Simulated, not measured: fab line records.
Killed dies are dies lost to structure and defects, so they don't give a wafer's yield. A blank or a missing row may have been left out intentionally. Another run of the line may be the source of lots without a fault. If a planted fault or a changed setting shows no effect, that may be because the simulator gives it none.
A struck lot beside a sound one -- flow berkeley_cmos170 -- 23 steps out of a route of 331
Sound: the wafers L609.1, L609.4, L609.5. Wafers struck: L619.3, L619.4, L619.6. At the end, the cause is stated.
Each step with rows lists, per side, the tool, then ch with its chambers, then its first start. Under that, the readings that differ: sound wafers -- struck wafers -- difference of the means -- sigmas: that difference in standard deviations of wafers without a fault.
alike: a reading whose means differ by less than 2 such deviations, as well as words and numbers matching on both sides. not compared: withheld readings; readings where some wafer has no value; bounds like >300 that might hide an equal value; numbers whose values overlap and for which the record gives no deviation.
The two part at a step that has a row with sigmas, a row that says differs or no value, or rows on one side only. Non-overlapping numbers with no deviation appear without sigmas and do not part them. Lack of a reading on every wafer of one side parts them only where that side has two or more wafers.

UCB170_PVT_OVL_MEAS_06:
  struck on overlay-01, day 7 05:02; sound on overlay-02, day 5 03:35
  alike: PVT_OVL
then, 1 step without rows for these wafers: UCB170_PVT_IMPLANT_07.
UCB170_PVT_STRIP_08: strips in O2.
  sound on plasma_asher-03 ch 0,1, day 5 03:46; struck on plasma_asher-04 ch 0,1, day 7 05:14
  alike: drypump_motor_current_A, oes_product_au, strip_time_to_endpoint_s
  not compared: rf_hours_counter_h
UCB170_PVT_TW_MEAS_09:
  struck on film_metro-03, day 7 05:22; sound on film_metro-01, day 5 03:52
  alike: PVT_TW
then, 1 step without rows for these wafers: UCB170_GATE_WET_ETCH_00 (etches SiO2 in dHF, time 200 s).
UCB170_FIELD_THK_MEAS_91:
  struck on film_metro-03, day 7 05:30; sound on film_metro-01, day 5 04:00
  alike: FIELD_OXIDE_LEFT_2_THK
then, 1 step without rows for these wafers: UCB170_GATE_OXIDATION_01 (target thk 6.6 nm, ox time 1800 s).
UCB170_GATE_THK_MEAS_02:
  struck on film_metro-04, day 7 09:18; sound on film_metro-04, day 5 06:46
  alike: GATE_OXIDE_THK
then, 2 steps without rows for these wafers: UCB170_GATE_ANNEAL_03 (time 1800 s); UCB170_GATE_CVD_04 (deposits poly-Si from SiH4, time 1440 s, target thk 214 nm).
UCB170_GATE_THK_MEAS_05:
  struck on film_metro-01, day 7 12:37; sound on film_metro-04, day 5 11:19
  alike: GATE_POLY_THK
then, 1 step without rows for these wafers: UCB170_GATE_COAT_06.
UCB170_GATE_COAT_07: resist thk 900 nm.
  sound on litho_track-02 ch 0, day 5 11:00; struck on litho_track-04 ch 0, day 7 13:00
reading,sound,struck,difference,sigmas
model.KrF_of_GATE_COAT_07.thk_nm (nm),899.3 898.3 899.4,270.6 270.2 270.2,-628.7,
then, 3 steps without rows for these wafers: UCB170_GATE_SOFTBAKE_08 (time 60 s); UCB170_GATE_EXPOSE_09 (exposes mask POLY, target cd 350 nm); UCB170_GATE_PEB_10.
UCB170_GATE_DEVELOP_11: develop time 45 s.
  sound on litho_track-02 ch 0; struck on litho_track-04 ch 0
reading,sound,struck,difference,sigmas
model.GATE.cd_nm (nm),349 351.1 349.5,301.8 302.5 301,-48.1,
UCB170_GATE_CD_MEAS_12 targets a cd of 350 nm.
  struck on cd_sem-01, day 7 14:54; sound on cd_sem-01, day 5 12:53
reading,sound,struck,difference,sigmas
cd_nm (nm),349.0 351.1 349.7,301.8 302.6 300.8,-48.2,-32
  not compared: hold
UCB170_GATE_OVL_MEAS_13:
  struck on overlay-01, day 7 19:29; sound on overlay-01, day 5 13:01
reading,sound,struck,difference,sigmas
hold,- - -,await_dispo/4.5h/release await_dispo/4.5h/release await_dispo/4.5h/release,no value on the sound wafers,
  alike: GATE_OVL
UCB170_GATE_ETCH_14: etches BARC in N2/H2.
  sound on rie_diel-02 ch 0,2, day 5 13:03; struck on rie_diel-04 ch 0,2, day 8 05:56
reading,sound,struck,difference,sigmas
drypump_motor_current_A (A),4.9 4.8 4.9,5.8 6.8 5.8,+1.3,+2
  alike: n2_flow_sccm, oes_product_au, throttle_valve_pct
UCB170_GATE_ETCH_15: etches poly-Si in HBr/Cl2, stops on SiO2, time 56.3 s, target depth 278.2 nm.
  sound on rie_si-01 ch 1,3, day 5 13:05; struck on rie_si-01 ch 0,2, day 8 05:59
reading,sound,struck,difference,sigmas
model.KrF_of_GATE_COAT_07.thk_nm (nm),774.4 774.8 774.6,145.8 146.2 145.9,-628.6,
model.GATE.cd_nm (nm),349.7 352.6 350,301.4 303 301.5,-48.8,
  alike: drypump_motor_current_A, oes_product_au, throttle_valve_pct
  not compared: rf_hours_counter_h
UCB170_GATE_STRIP_16: strips in O2.
  sound on plasma_asher-03 ch 0, day 5 13:08; struck on plasma_asher-01 ch 0,1, day 8 06:04
reading,sound,struck,difference,sigmas
oes_product_au (a.u.),0.720 0.725 0.729,0.477 0.470 0.474,-0.251,-60
  alike: drypump_motor_current_A
  not compared: rf_hours_counter_h
UCB170_GATE_CD_MEAS_90 targets a cd of 350 nm.
  struck on cd_sem-01, day 8 06:27; sound on cd_sem-02, day 5 13:14
reading,sound,struck,difference,sigmas
cd_nm (nm),349.7 352.3 350.4,301.8 303.1 301.3,-48.7,-30
  not compared: hold

## WHERE THEY PART
Earliest at UCB170_GATE_CD_MEAS_12; latest, in this record, at UCB170_GATE_CD_MEAS_90.

WHY: whatever the simulator had introduced
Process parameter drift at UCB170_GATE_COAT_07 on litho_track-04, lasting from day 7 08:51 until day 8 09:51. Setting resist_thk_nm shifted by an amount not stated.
